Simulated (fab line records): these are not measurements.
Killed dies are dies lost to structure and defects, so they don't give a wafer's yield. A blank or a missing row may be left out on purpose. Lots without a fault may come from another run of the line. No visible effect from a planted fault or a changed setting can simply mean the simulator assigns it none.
Which tool is to blame? + flow rit_cmos + 16 lots, 48 wafers sampled, at 2 steps of a route of 202

WHAT EACH GAUGE READ, for each wafer
RIT_GATE_OVL_MEAS_17.
| lot  | measured    | on         | GATE_OVL (nm)     |
|------|-------------|------------|-------------------|
| L246 | day 2 18:18 | overlay-01 | 0.2 0.7 0.8       |
| L247 | day 3 04:08 | overlay-01 | -3.3 -2.3 0.8     |
| L248 | day 3 07:55 | overlay-01 | -0.9 0.6 1.2      |
| L249 | day 3 13:54 | overlay-01 | -0.4 -0.8 -1.3    |
| L250 | day 3 19:58 | overlay-01 | -0.6 -1.7 -2.1    |
| L251 | day 4 01:13 | overlay-01 | 0.7 1.7 0.2       |
| L252 | day 4 07:39 | overlay-01 | -0.8 0.8 -0.5     |
| L254 | day 4 15:37 | overlay-01 | -2.3 -2.1 -1.4    |
| L255 | day 4 21:49 | overlay-01 | 0.8 -1.5 1.6      |
| L256 | day 5 01:17 | overlay-02 | -1.6 -0.8 0.9     |
| L257 | day 5 05:16 | overlay-01 | 0.6 -0.7 -1.6     |
| L259 | day 5 14:42 | overlay-01 | 129.6 129.5 127.3 |
| L261 | day 5 22:28 | overlay-02 | 128.6 129.1 128.4 |
| L262 | day 6 06:04 | overlay-02 | 128.3 130.1 129.0 |
| L263 | day 6 09:05 | overlay-02 | 129.4 127.6 128.2 |
| L268 | day 7 12:37 | overlay-02 | -0.3 -0.6 -0.9    |

EACH LOT AND THE TOOL THAT RAN IT (in order: tool; ch and the chambers of the sampled wafers; start)
| lot  | RIT_GATE_EXPOSE_13                 |
|------|------------------------------------|
| L246 | iline_stepper-01 ch 0, day 2 17:34 |
| L247 | iline_stepper-02 ch 0, day 3 03:40 |
| L248 | iline_stepper-02 ch 0, day 3 07:25 |
| L249 | iline_stepper-01 ch 0, day 3 13:16 |
| L250 | iline_stepper-01 ch 0, day 3 19:20 |
| L251 | iline_stepper-02 ch 0, day 4 00:41 |
| L252 | iline_stepper-01 ch 0, day 4 07:10 |
| L254 | iline_stepper-01 ch 0, day 4 15:05 |
| L255 | iline_stepper-01 ch 0, day 4 21:16 |
| L256 | iline_stepper-02 ch 0, day 5 00:48 |
| L257 | iline_stepper-01 ch 0, day 5 04:45 |
| L259 | iline_stepper-01 ch 0, day 5 14:11 |
| L261 | iline_stepper-01 ch 0, day 5 21:59 |
| L262 | iline_stepper-01 ch 0, day 6 05:32 |
| L263 | iline_stepper-01 ch 0, day 6 08:34 |
| L268 | iline_stepper-02 ch 0, day 7 12:06 |
- RIT_GATE_EXPOSE_13: exposes mask M6, target cd 150 nm.

WHAT THE TOOLS THEMSELVES READ (means of the sampled wafers that have a number; where no wafer has one, the mark that the record gives instead)
RIT_GATE_EXPOSE_13.
| lot  | tool             | reticle_temp_C (C) |
|------|------------------|--------------------|
| L246 | iline_stepper-01 | 23.05              |
| L247 | iline_stepper-02 | 22.99              |
| L248 | iline_stepper-02 | 23.09              |
| L249 | iline_stepper-01 | 22.94              |
| L250 | iline_stepper-01 | 23.16              |
| L251 | iline_stepper-02 | 22.98              |
| L252 | iline_stepper-01 | 23.05              |
| L254 | iline_stepper-01 | 22.89              |
| L255 | iline_stepper-01 | 22.92              |
| L256 | iline_stepper-02 | 23.03              |
| L257 | iline_stepper-01 | 23.14              |
| L259 | iline_stepper-01 | 23.09              |
| L261 | iline_stepper-01 | 22.99              |
| L262 | iline_stepper-01 | 22.96              |
| L263 | iline_stepper-01 | 23.13              |
| L268 | iline_stepper-02 | 22.86              |

THE ANSWER, worked out from the rows above alone
Rule: usual is defined by the lots themselves. Put in order of their means at a reading, lots are off if they are a third of the lots or fewer, leave a main group of 4 or more, and stand apart from it by a gap of 3 or more times the standard deviation of the main group's means; of several such gaps the widest counts. Not used: any main group whose means are identical at the precision the tables above print for the reading. A lot without any number at a reading at which 4 lots or more have one is off too. Any other lot the step has rows for is counted as sound. Order of review: gauges by route order, followed by the tools' own readings, for which a lot's mean as printed above is used. The first step at which some lot is off is used, and at that step the reading that is off furthest; a lot without a number counts as furthest.
Off: L259, L261, L262, L263, at RIT_GATE_OVL_MEAS_17 (GATE_OVL). For the main group the mean is -0.5 nm and the standard deviation 0.85.
A tool fits if, at a process step before that reading, it ran every lot that is off, and no sound lot after the first of them. Gauges at RIT_GATE_OVL_MEAS_17: tried the same way as those tools. One fits: iline_stepper-01 at RIT_GATE_EXPOSE_13. Its last sound lot is L257 (day 5 04:45), its first lot that is off L259 (day 5 14:11): a fault that began between those two fits.

WHAT THE SIMULATOR HAD PUT IN
Scanner matching overlay: iline_stepper-01, from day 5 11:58 on, at RIT_GATE_EXPOSE_13. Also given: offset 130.
Lots struck among those shown: L259, L261, L262, L263. The rule given above showed the same thing.
